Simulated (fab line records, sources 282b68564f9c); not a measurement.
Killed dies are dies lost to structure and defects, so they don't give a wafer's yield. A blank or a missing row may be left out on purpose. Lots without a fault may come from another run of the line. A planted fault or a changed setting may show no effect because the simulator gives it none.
fab line records | flow rit_cmos | part 1 of 2: steps 1 to 30 of 44
record lots=5 wafers=15 last_day=7
route steps=202 shown ACTIVE@12 FOX1@20 FOX2@23 NWELL@28 PWELL@39 WELLDRIVE@50 NRETRO@53
lots that met no fault: from a run of the same line without faults
start_h: hours from the record's first day to the start of the lot's first wafer shown | wait_h: hours since the lot's step before | " the same as in the row above | L1.1+2: a row that stands for several wafers | - no value, or no start given | * or withheld: withheld | < > ~ a bound
route shown NAME@n: a module of which the file shows steps, and the number in the route of the first | usual: mean/standard deviation of fault-free wafers | same: alike in all rows | chamber/n: place in a boat | sites: the reading at each site | _std_site: their standard deviation | _edge_site: outer sites' mean less inner sites' | radius_mm: how far each site lies from the wafer's centre | mask NAME#n: copy n | behind: the tool/chamber that last shaped the wafer | hold: why the lot was held/for how many hours/how that ended | device: the transistor (n, p or np) that didn't switch | end of line: the same wafers' tests at the end of the route | a step without rows: its recipe alone | killed: dies lost to structure and defects at the first sort, not the wafer's yield | map: a wafer's dies, x killed, . not, _ none there
set.NAME: the setting as run; set.NAME@STEP: as run at that earlier step | model.NAME: the simulator's own value behind a step, which no gauge read
lots at some steps of the route; a table a step, a row a wafer
services: from which hour (start_h, from the record's first day; less than 0 if before it) a tool's chamber was out of use, for how many hours, and why
## steps
# step RIT_ACTIVE_CD_MEAS_11
# recipe target_cd_nm=1400
# usual cd_nm=1400.0/2.1
# columns lot.wafer tool chamber start_h wait_h cd_nm
L076.3 cd_sem-02 - 25.72 - 1397.5
L076.5 " - " " 1396.4
L076.6 " - " " 1393.8
L083.1 cd_sem-02 - 59.56 - 1401.6
L083.2 " - " " 1403.5
L083.4 " - " " 1404.2
L090.1 cd_sem-01 - 95.95 - 1401.5
L090.2 " - " " 1401.2
L090.3 " - " " 1400.9
L092.1 cd_sem-02 - 105.49 - 1400.5
L092.5 " - " " 1401.1
L092.6 " - " " 1399.9
L096.2 cd_sem-01 - 125.68 - 1398.3
L096.5 " - " " 1397.0
L096.6 " - " " 1397.4
# step RIT_ACTIVE_HARDBAKE_12
# recipe resist=NOVOLAK temp_c=140 time_s=60
# columns lot.wafer tool chamber start_h wait_h
L076.3+5+6 litho_track-01 0 25.85 0.1
L083.1+2+4 litho_track-01 0 59.68 0.1
L090.1+2+3 litho_track-01 0 96.23 0.3
L092.1+5+6 litho_track-04 0 105.61 0.1
L096.2+5+6 litho_track-01 0 125.81 0.1
# step RIT_ACTIVE_ETCH_13
# recipe stop_on=SiO2 chemistry=SF6 target=Si3N4 time_s=210 over_etch_frac=0.4 SF6_flow_sccm=200 pressure_mtorr=260 rf_w=125 target_depth_a=2100
# usual SF6_flow_sccm=200.0/0.66 drypump_motor_current_A=5.8/0.42 oes_product_au=0.830/0.014 throttle_valve_pct=7.45/0.1
# columns lot.wafer tool chamber start_h wait_h SF6_flow_sccm drypump_motor_current_A oes_product_au rf_hours_counter_h throttle_valve_pct
L076.3 rie_diel-02 1 25.95 0.1 199.8 5.9 0.810 111 7.45
L076.5 " 1 " " 200.8 5.9 0.817 - 7.45
L076.6 " 2 " " 199.8 6.3 0.837 - 7.32
L083.1 rie_diel-04 3 59.83 0.1 199.8 6.0 0.808 113 7.29
L083.2 " 1 " " 200.3 5.3 0.819 7 7.22
L083.4 " 2 " " 200.4 5.6 0.832 105 7.53
L090.1 rie_diel-04 3 96.38 0.1 200.7 6.0 0.816 114 7.29
L090.2 " 2 " " 199.2 5.6 0.839 105 7.54
L090.3 " 0 " " 200.2 5.6 0.805 46 7.43
L092.1 rie_diel-03 1 105.76 0.1 200.4 5.6 0.831 115 7.51
L092.5 " 3 " " 199.8 4.8 0.841 - 7.60
L092.6 " 1 " " 199.2 5.6 0.838 - 7.47
L096.2 rie_diel-02 3 125.93 0.1 199.6 6.2 0.849 52 7.50
L096.5 " 0 " " 200.0 6.1 0.856 - 7.57
L096.6 " 1 " " 200.9 5.9 0.824 - 7.41
# step RIT_ACTIVE_STRIP_14
# recipe chemistry=O2 time_s=180 resist=NOVOLAK platen_temp_c=withheld power_w=500 pressure_mtorr=4000 o2_flow_sccm=4000
# usual drypump_motor_current_A=5.77/0.23
# columns lot.wafer tool chamber start_h wait_h drypump_motor_current_A rf_hours_counter_h
L076.3 plasma_asher-01 1 26.14 0.1 6.06 -
L076.5 " 0 " " 5.73 -
L076.6 " 1 " " 6.07 -
L083.1 plasma_asher-03 0 59.97 0.1 5.36 41
L083.2 " 1 " " 5.75 41
L083.4 " 0 " " 5.40 -
L090.1 plasma_asher-01 1 96.51 0.1 6.11 43
L090.2 " 0 " " 5.73 43
L090.3 " 0 " " 5.75 -
L092.1 plasma_asher-01 1 105.89 0.1 6.09 44
L092.5 " 0 " " 5.74 -
L092.6 " 1 " " 6.07 -
L096.2 plasma_asher-02 1 126.07 0.1 6.02 34
L096.5 " 1 " " 6.04 -
L096.6 " 0 " " 5.76 -
# step RIT_ACTIVE_CD_MEAS_90
# recipe target_cd_nm=1400
# usual cd_nm=1400.0/2.2
# columns lot.wafer tool chamber start_h wait_h cd_nm
L076.3 cd_sem-01 - 26.29 0.1 1397.2
L076.5 " - " " 1396.1
L076.6 " - " " 1394.2
L083.1 cd_sem-01 - 60.14 0.1 1401.4
L083.2 " - " " 1404.0
L083.4 " - " " 1404.1
L090.1 cd_sem-01 - 96.68 0.1 1401.7
L090.2 " - " " 1401.5
L090.3 " - " " 1401.1
L092.1 cd_sem-02 - 106.07 0.1 1400.2
L092.5 " - " " 1401.3
L092.6 " - " " 1399.9
L096.2 cd_sem-01 - 126.26 0.1 1398.1
L096.5 " - " " 1396.9
L096.6 " - " " 1397.1
# step RIT_ACTIVE_CLEAN_15
# recipe chemistry=SC1 mix=3:3:50 time_s=600 temp_c=75
# usual temp_c=75.01/0.12
# columns lot.wafer tool chamber start_h wait_h temp_c
L076.3 wet_bench-01 0 26.37 0.1 75.12
L076.5 " 0 " " 74.92
L076.6 " 0 " " 75.10
L083.1 wet_bench-03 2 60.26 0.1 74.96
L083.2 " 2 " " 74.98
L083.4 " 2 " " 75.11
L090.1 wet_bench-02 0 96.80 0.1 75.13
L090.2 " 0 " " 75.12
L090.3 " 0 " " 75.06
L092.1 wet_bench-03 3 106.19 0.1 74.82
L092.5 " 3 " " 75.02
L092.6 " 3 " " 74.86
L096.2 wet_bench-01 2 126.36 0.1 75.05
L096.5 " 2 " " 74.90
L096.6 " 2 " " 74.85
# step RIT_ACTIVE_CLEAN_16
# recipe chemistry=dHF dilution=50:1 time_s=30
# columns lot.wafer tool chamber start_h wait_h
L076.3+5+6 wet_bench-02 1 26.55 0.0
L083.1+2+4 wet_bench-02 1 60.44 0.0
L090.1+2+3 wet_bench-01 1 96.98 0.0
L092.1+5+6 wet_bench-02 1 106.36 0.0
L096.2+5+6 wet_bench-03 0 126.54 0.0
# step RIT_ACTIVE_CLEAN_17
# recipe chemistry=SC2 mix=3:3:50 time_s=600 temp_c=75 dry=n2_spin
# usual temp_c=74.98/0.11
# columns lot.wafer tool chamber start_h wait_h temp_c
L076.3 wet_bench-03 2 26.57 0.0 74.98
L076.5 " 2 " " 75.09
L076.6 " 2 " " 75.02
L083.1 wet_bench-01 1 60.46 0.0 74.80
L083.2 " 1 " " 74.87
L083.4 " 1 " " 74.90
L090.1 wet_bench-02 1 97.00 0.0 74.88
L090.2 " 1 " " 74.96
L090.3 " 1 " " 74.90
L092.1 wet_bench-01 0 106.38 0.0 74.99
L092.5 " 0 " " 74.87
L092.6 " 0 " " 75.02
L096.2 wet_bench-02 1 126.55 0.0 75.06
L096.5 " 1 " " 74.99
L096.6 " 1 " " 74.91
# step RIT_FOX1_OXIDATION_00
# recipe temp_c=1100 ambient=H2O target_thk_a=3507 p_h2o_torr=720 ox_time_s=1130
# usual ox_temp_c_max=1105.1/1.4 spike_tc_load_C=1128.2/1.8
# same ox_time_s=1130
# columns lot.wafer tool chamber start_h wait_h ox_temp_c_max spike_tc_load_C
L076.3 furnace-01 0 28.53 1.8 1108.2 1127.1
L076.5 " 0 " " 1107.3 1124.1
L076.6 " 0 " " 1106.2 1126.0
L083.1 furnace-01 0 62.23 1.6 1106.4 1126.6
L083.2 " 0 " " 1106.0 1127.3
L083.4 " 0 " " 1106.3 1126.1
L090.1 furnace-04 0 97.30 0.1 1104.5 1125.0
L090.2 " 0 " " 1104.4 1128.0
L090.3 " 0 " " 1104.6 1128.1
L092.1 furnace-04 0 107.58 1.0 1103.7 1127.4
L092.5 " 0 " " 1103.9 1126.1
L092.6 " 0 " " 1104.7 1129.1
L096.2 furnace-03 0 127.53 0.8 1105.0 1130.5
L096.5 " 0 " " 1105.1 1129.3
L096.6 " 0 " " 1104.3 1131.3
# step RIT_FOX1_THK_MEAS_01
# recipe reads=SiO2_of_FOX1_OXIDATION_00
# usual FOX1_OXIDE_THK=354/7
# columns lot.wafer tool chamber start_h wait_h FOX1_OXIDE_THK[nm]
L076.3 film_metro-04 - 29.87 0.0 348
L076.5 " - " " 342
L076.6 " - " " 342
L083.1 film_metro-02 - 63.55 0.0 351
L083.2 " - " " 350
L083.4 " - " " 356
L090.1 film_metro-04 - 98.62 0.0 347
L090.2 " - " " 354
L090.3 " - " " 342
L092.1 film_metro-04 - 108.90 0.0 359
L092.5 " - " " 361
L092.6 " - " " 364
L096.2 film_metro-01 - 128.85 0.0 363
L096.5 " - " " 361
L096.6 " - " " 361
# step RIT_FOX1_WET_ETCH_02
# recipe chemistry=BOE target_depth_nm=350 time_s=390 temp_c=21.5 dry=n2_spin dilution=10:1 target=SiO2
# usual temp_c=21.51/0.11
# columns lot.wafer tool chamber start_h wait_h temp_c
L076.3 wet_bench-02 1 29.91 0.0 21.40
L076.5 " 1 " " 21.45
L076.6 " 1 " " 21.39
L083.1 wet_bench-04 2 63.60 0.1 21.47
L083.2 " 2 " " 21.65
L083.4 " 2 " " 21.49
L090.1 wet_bench-04 0 98.68 0.1 21.52
L090.2 " 0 " " 21.71
L090.3 " 0 " " 21.47
L092.1 wet_bench-04 3 108.96 0.1 21.55
L092.5 " 3 " " 21.50
L092.6 " 3 " " 21.48
L096.2 wet_bench-04 2 128.90 0.0 21.46
L096.5 " 2 " " 21.45
L096.6 " 2 " " 21.55
# step RIT_FOX2_OXIDATION_00
# recipe temp_c=1100 ambient=H2O target_thk_a=3507 p_h2o_torr=720 ox_time_s=1130
# usual ox_temp_c_max=1105.0/1.3 spike_tc_load_C=1128.0/1.8
# same ox_time_s=1130
# columns lot.wafer tool chamber start_h wait_h ox_temp_c_max spike_tc_load_C
L076.3 furnace-03 0 30.81 0.8 1106.0 1131.4
L076.5 " 0 " " 1104.1 1127.8
L076.6 " 0 " " 1103.9 1131.6
L083.1 furnace-04 0 64.38 0.6 1104.4 1126.9
L083.2 " 0 " " 1102.8 1126.6
L083.4 " 0 " " 1102.5 1125.5
L090.1 furnace-03 0 99.80 1.0 1104.3 1129.4
L090.2 " 0 " " 1104.2 1130.0
L090.3 " 0 " " 1105.2 1130.9
L092.1 furnace-04 0 109.15 0.1 1105.0 1128.5
L092.5 " 0 " " 1104.9 1128.7
L092.6 " 0 " " 1103.9 1129.5
L096.2 furnace-04 0 129.03 0.0 1104.8 1127.3
L096.5 " 0 " " 1103.9 1128.7
L096.6 " 0 " " 1105.1 1128.2
# step RIT_FOX2_THK_MEAS_01
# recipe reads=SiO2_of_FOX2_OXIDATION_00
# usual FOX2_OXIDE_THK=352/6.2
# columns lot.wafer tool chamber start_h wait_h FOX2_OXIDE_THK[nm]
L076.3 film_metro-02 - 32.14 0.0 356
L076.5 " - " " 361
L076.6 " - " " 364
L083.1 film_metro-04 - 65.69 0.0 355
L083.2 " - " " 353
L083.4 " - " " 355
L090.1 film_metro-02 - 101.11 0.0 340
L090.2 " - " " 340
L090.3 " - " " 346
L092.1 film_metro-04 - 110.46 0.0 347
L092.5 " - " " 355
L092.6 " - " " 347
L096.2 film_metro-04 - 130.35 0.0 353
L096.5 " - " " 352
L096.6 " - " " 353
# step RIT_FOX2_CLEAN_02
# recipe chemistry=dHF dilution=50:1 time_s=180
# columns lot.wafer tool chamber start_h wait_h
L076.3+5+6 wet_bench-01 1 32.18 0.0
L083.1+2+4 wet_bench-03 2 65.75 0.1
L090.1+2+3 wet_bench-04 1 101.17 0.1
L092.1+5+6 wet_bench-01 2 110.52 0.1
L096.2+5+6 wet_bench-04 1 130.40 0.0
# step RIT_FOX2_WET_ETCH_03
# recipe chemistry=H3PO4 target=Si3N4 target_depth_nm=195 temp_c=165 time_s=2700
# usual temp_c=165.01/0.16
# columns lot.wafer tool chamber start_h wait_h temp_c
L076.3 wet_bench-04 3 32.24 0.0 164.78
L076.5 " 3 " " 165.09
L076.6 " 3 " " 164.99
L083.1 wet_bench-04 2 65.81 0.0 164.85
L083.2 " 2 " " 165.19
L083.4 " 2 " " 164.91
L090.1 wet_bench-03 2 101.23 0.0 164.86
L090.2 " 2 " " 164.86
L090.3 " 2 " " 165.00
L092.1 wet_bench-04 3 110.58 0.0 164.78
L092.5 " 3 " " 165.02
L092.6 " 3 " " 165.11
L096.2 wet_bench-01 0 130.46 0.0 165.10
L096.5 " 0 " " 165.02
L096.6 " 0 " " 165.00
# step RIT_FOX2_THK_MEAS_90
# recipe reads=SiO2_of_FOX2_OXIDATION_00
# usual FIELD_OXIDE_LEFT_1_THK=324/6.2
# columns lot.wafer tool chamber start_h wait_h FIELD_OXIDE_LEFT_1_THK[nm]
L076.3 film_metro-04 - 33.02 0.0 329
L076.5 " - " " 334
L076.6 " - " " 337
L083.1 film_metro-02 - 66.64 0.0 328
L083.2 " - " " 326
L083.4 " - " " 328
L090.1 film_metro-04 - 101.99 0.0 312
L090.2 " - " " 312
L090.3 " - " " 318
L092.1 film_metro-03 - 111.34 0.0 319
L092.5 " - " " 327
L092.6 " - " " 320
L096.2 film_metro-04 - 131.23 0.0 325
L096.5 " - " " 324
L096.6 " - " " 325
# step RIT_NWELL_HMDS_00
# recipe prime_time_s=60 prime_temp_c=140
# columns lot.wafer tool chamber start_h wait_h
L076.3+5+6 litho_track-01 0 33.11 0.1
L083.1+2+4 litho_track-02 0 66.70 0.1
L090.1+2+3 litho_track-01 0 102.05 0.1
L092.1+5+6 litho_track-01 0 111.40 0.1
L096.2+5+6 litho_track-02 0 131.31 0.1
# step RIT_NWELL_COAT_01
# recipe resist=NOVOLAK spin_rpm=2000 resist_thk_nm=1300
# columns lot.wafer tool chamber start_h wait_h
L076.3+5+6 litho_track-01 0 33.26 0.1
L083.1+2+4 litho_track-02 0 66.85 0.1
L090.1+2+3 litho_track-01 0 102.20 0.1
L092.1+5+6 litho_track-01 0 111.55 0.1
L096.2+5+6 litho_track-02 0 131.46 0.1
# step RIT_NWELL_SOFTBAKE_02
# recipe resist=NOVOLAK temp_c=90 time_s=60
# columns lot.wafer tool chamber start_h wait_h
L076.3+5+6 litho_track-01 0 33.41 0.1
L083.1+2+4 litho_track-02 0 67.00 0.1
L090.1+2+3 litho_track-01 0 102.35 0.1
L092.1+5+6 litho_track-01 0 111.70 0.1
L096.2+5+6 litho_track-02 0 131.61 0.1
# step RIT_NWELL_EXPOSE_03
# recipe mask_id=M2 na=0.57 target_cd_nm=43900 dose_mj=250
# usual focus_offset_nm=0.0/0.53
# columns lot.wafer tool chamber start_h wait_h mask focus_offset_nm
L076.3 iline_stepper-01 0 33.55 0.1 M2#0 0.2
L076.5 " 0 " " M2#0 -0.1
L076.6 " 0 " " M2#0 -0.1
L083.1 iline_stepper-01 0 67.27 0.2 M2#0 1.4
L083.2 " 0 " " M2#0 1.0
L083.4 " 0 " " M2#0 1.8
L090.1 iline_stepper-02 0 102.62 0.2 M2#0 0.0
L090.2 " 0 " " M2#0 0.2
L090.3 " 0 " " M2#0 -0.1
L092.1 iline_stepper-02 0 111.97 0.2 M2#0 0.3
L092.5 " 0 " " M2#0 0.9
L092.6 " 0 " " M2#0 -0.1
L096.2 iline_stepper-01 0 131.92 0.3 M2#0 -0.1
L096.5 " 0 " " M2#0 0.1
L096.6 " 0 " " M2#0 0.5
# step RIT_NWELL_PEB_04
# recipe resist=NOVOLAK temp_c=withheld time_s=withheld
# columns lot.wafer tool chamber start_h wait_h
L076.3+5+6 litho_track-01 0 33.68 0.1
L083.1+2+4 litho_track-02 0 67.39 0.1
L090.1+2+3 litho_track-02 0 102.74 0.1
L092.1+5+6 litho_track-01 0 112.13 0.1
L096.2+5+6 litho_track-02 0 132.04 0.1
# step RIT_NWELL_DEVELOP_05
# recipe resist=NOVOLAK develop_time_s=68 dev_temp_c=23
# columns lot.wafer tool chamber start_h wait_h
L076.3+5+6 litho_track-01 0 - -
L083.1+2+4 litho_track-02 0 - -
L090.1+2+3 litho_track-02 0 - -
L092.1+5+6 litho_track-01 0 - -
L096.2+5+6 litho_track-02 0 - -
# step RIT_NWELL_OVL_MEAS_06
# usual NWELL_OVL=0.6/1.3
# columns lot.wafer tool chamber start_h wait_h NWELL_OVL[nm]
L076.3 overlay-01 - 33.95 - -0.1
L076.5 " - " " 1.3
L076.6 " - " " 1.4
L083.1 overlay-02 - 67.70 - 2.2
L083.2 " - " " 1.8
L083.4 " - " " 0.6
L090.1 overlay-02 - 103.05 - -1.0
L090.2 " - " " -0.5
L090.3 " - " " -0.5
L092.1 overlay-02 - 112.44 - 1.2
L092.5 " - " " 0.7
L092.6 " - " " -0.1
L096.2 overlay-02 - 132.33 - 0.0
L096.5 " - " " -0.5
L096.6 " - " " 0.6
# step RIT_NWELL_HARDBAKE_07
# recipe resist=NOVOLAK temp_c=140 time_s=120
# columns lot.wafer tool chamber start_h wait_h
L076.3+5+6 litho_track-03 0 34.06 0.1
L083.1+2+4 litho_track-02 0 67.74 0.0
L090.1+2+3 litho_track-03 0 103.09 0.0
L092.1+5+6 litho_track-03 0 112.48 0.0
L096.2+5+6 litho_track-02 0 132.40 0.1
# step RIT_NWELL_IMPLANT_08
# recipe species=P energy_kev=170 dose_cm2=5e+13 tilt_deg=7
# usual tilt_deg=6.998/0.017
# columns lot.wafer tool chamber start_h wait_h tilt_deg
L076.3 implanter-01 0 34.27 0.2 6.976
L076.5 " 0 " " 6.989
L076.6 " 0 " " 7.014
L083.1 implanter-02 0 67.99 0.2 6.993
L083.2 " 0 " " 6.966
L083.4 " 0 " " 7.008
L090.1 implanter-04 0 103.34 0.2 6.995
L090.2 " 0 " " 7.016
L090.3 " 0 " " 7.016
L092.1 implanter-04 0 112.73 0.2 6.992
L092.5 " 0 " " 7.010
L092.6 " 0 " " 7.014
L096.2 implanter-01 0 132.64 0.2 7.012
L096.5 " 0 " " 7.005
L096.6 " 0 " " 7.015
# step RIT_NWELL_STRIP_09
# recipe chemistry=O2 time_s=180 resist=NOVOLAK platen_temp_c=withheld power_w=500 pressure_mtorr=4000 o2_flow_sccm=4000
# usual drypump_motor_current_A=5.68/0.28
# columns lot.wafer tool chamber start_h wait_h drypump_motor_current_A rf_hours_counter_h
L076.3 plasma_asher-03 1 34.43 0.1 5.73 -
L076.5 " 0 " " 5.37 -
L076.6 " 1 " " 5.72 -
L083.1 plasma_asher-01 0 68.14 0.1 5.74 40
L083.2 " 1 " " 6.06 40
L083.4 " 1 " " 6.03 -
L090.1 plasma_asher-04 0 103.49 0.1 5.22 47
L090.2 " 1 " " 5.78 47
L090.3 " 1 " " 5.77 -
L092.1 plasma_asher-01 0 112.88 0.1 5.73 45
L092.5 " 1 " " 6.07 -
L092.6 " 0 " " 5.72 -
L096.2 plasma_asher-01 0 132.76 0.1 5.73 48
L096.5 " 0 " " 5.74 -
L096.6 " 1 " " 6.09 -
# step RIT_NWELL_TW_MEAS_10
# usual NWELL_TW=2141/13
# columns lot.wafer tool chamber start_h wait_h NWELL_TW
L076.3 film_metro-03 - 34.57 0.1 2152
L076.5 " - " " 2161
L076.6 " - " " 2145
L083.1 film_metro-04 - 68.31 0.1 2149
L083.2 " - " " 2157
L083.4 " - " " 2154
L090.1 film_metro-03 - 103.66 0.1 2131
L090.2 " - " " 2137
L090.3 " - " " 2135
L092.1 film_metro-04 - 113.06 0.1 2148
L092.5 " - " " 2146
L092.6 " - " " 2149
L096.2 film_metro-01 - 132.95 0.1 2125
L096.5 " - " " 2126
L096.6 " - " " 2133
# step RIT_PWELL_HMDS_00
# recipe prime_time_s=60 prime_temp_c=140
# columns lot.wafer tool chamber start_h wait_h
L076.3+5+6 litho_track-03 0 34.66 0.1
L083.1+2+4 litho_track-04 0 68.37 0.1
L090.1+2+3 litho_track-03 0 103.72 0.1
L092.1+5+6 litho_track-03 0 113.12 0.1
L096.2+5+6 litho_track-04 0 133.02 0.1
# step RIT_PWELL_COAT_01
# recipe resist=NOVOLAK spin_rpm=2000 resist_thk_nm=1300
# columns lot.wafer tool chamber start_h wait_h
L076.3+5+6 litho_track-03 0 34.81 0.1
L083.1+2+4 litho_track-04 0 68.52 0.1
L090.1+2+3 litho_track-03 0 103.87 0.1
L092.1+5+6 litho_track-03 0 113.27 0.1
L096.2+5+6 litho_track-04 0 133.17 0.1
# step RIT_PWELL_SOFTBAKE_02
# recipe resist=NOVOLAK temp_c=90 time_s=60
# columns lot.wafer tool chamber start_h wait_h
L076.3+5+6 litho_track-03 0 34.96 0.1
L083.1+2+4 litho_track-04 0 68.67 0.1
L090.1+2+3 litho_track-03 0 104.02 0.1
L092.1+5+6 litho_track-03 0 113.42 0.1
L096.2+5+6 litho_track-04 0 133.32 0.1
